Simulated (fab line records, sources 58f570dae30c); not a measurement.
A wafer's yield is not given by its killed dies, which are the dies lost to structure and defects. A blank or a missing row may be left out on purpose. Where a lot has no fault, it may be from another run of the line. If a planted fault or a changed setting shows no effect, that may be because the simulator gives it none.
A struck lot beside a sound one    flow berkeley cmos170    14 steps out of a route of 331
Sound: wafers L648.1, L648.2, L648.4. Wafers struck: L649.2, L649.3, L649.6. The cause comes at the end.
At each step with rows: each side's tool, then ch and its chambers, then its first start. Under that, the readings that differ: sound wafers    struck wafers    difference of the means    sigmas: that difference in standard deviations of wafers without a fault.
alike: same words and numbers on both sides, and readings whose means sit less than 2 such deviations apart. not compared: any withheld reading, any reading some wafer has no value for, any bound like >300 that may hide the same value, and any number with overlapping values for which the record gives no deviation.
Wherever a step has rows on one side only, a row that says differs or no value, or a row with sigmas, the two part there. Non-overlapping numbers with no deviation appear without sigmas and do not part them. A reading that every wafer of one side lacks parts them only if that side has two wafers or more.

first, 3 steps without rows for these wafers: UCB170_PFIELD_EXPOSE_03 (exposes mask PFIELD, target cd 1500 nm); UCB170_PFIELD_PEB_04; UCB170_PFIELD_DEVELOP_05 (develop time 45 s).
UCB170_PFIELD_OVL_MEAS_06:
  struck on overlay-02, day 5 01:16; sound on overlay-01, day 4 17:03
  alike: PFIELD_OVL
then, 1 step without rows for these wafers: UCB170_PFIELD_IMPLANT_07.
UCB170_PFIELD_STRIP_08: strips in O2.
  sound on plasma asher-01 ch 0,1, day 4 17:14; struck on plasma asher-03 ch 0,1, day 5 01:27
  alike: drypump motor current A, oes product au, strip time to endpoint s
  not compared: rf hours counter h
UCB170_PFIELD_TW_MEAS_09:
  struck on film metro-04, day 5 01:34; sound on film metro-02, day 4 17:20
  alike: PFIELD_TW
then, 2 steps without rows for these wafers: UCB170_FIELD_CLEAN_00 (cleans in dHF, time 7.5 s); UCB170_FIELD_OXIDATION_01 (target thk 558.3 nm, ox time 7200 s).
UCB170_FIELD_THK_MEAS_02:
  struck on film metro-01, day 5 08:16; sound on film metro-03, day 4 22:52
  alike: FIELD_OXIDE_THK
then, 2 steps without rows for these wafers: UCB170_FIELD_ANNEAL_03 (time 1200 s); UCB170_FIELD_WET_ETCH_04 (etches SiO2 in dHF, time 60 s).
UCB170_FIELD_WET_ETCH_05: etches Si3N4 in H3PO4, time 12600 s.
  sound on wet bench-04 ch 3, day 5 03:56; struck on wet bench-01 ch 3, day 5 13:34
  no value came back on the struck wafers for bath guard temp C (C), bath heat duty pct (%); on the sound wafers bath guard temp C (C) reads 159.9 159.5 159.8
reading                                       sound              struck             difference  sigmas
model.Si3N4_of_ACTIVE_CVD_05.thk nm (nm)      0 0 0              211.6 212.4 210.4  +211.5      
model.SiO2_of_FIELD_OXIDATION_01.thk nm (nm)  492.4 500.5 498.1  520.4 528 531.8    +29.7       
UCB170_FIELD_WET_ETCH_06: etches SiO2 in BOE, time 22 s.
  sound on wet bench-01 ch 2, day 5 08:01; struck on wet bench-04 ch 3, day 5 17:05
reading                                       sound            struck             difference  sigmas
model.SiO2_of_FIELD_OXIDATION_01.thk nm (nm)  442.7 451 448.4  470.8 478.3 481.9  +29.6       
  alike: bath heat duty pct, run length s

## WHERE THEY PART
Only at UCB170_FIELD_WET_ETCH_05, within this record. Later steps at which nothing parts them and some readings are alike: UCB170_FIELD_WET_ETCH_06.

WHY: what the simulator had put in
Entire step skipped (wet bench-01, UCB170_FIELD_WET_ETCH_05), from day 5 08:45 onward. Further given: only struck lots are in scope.
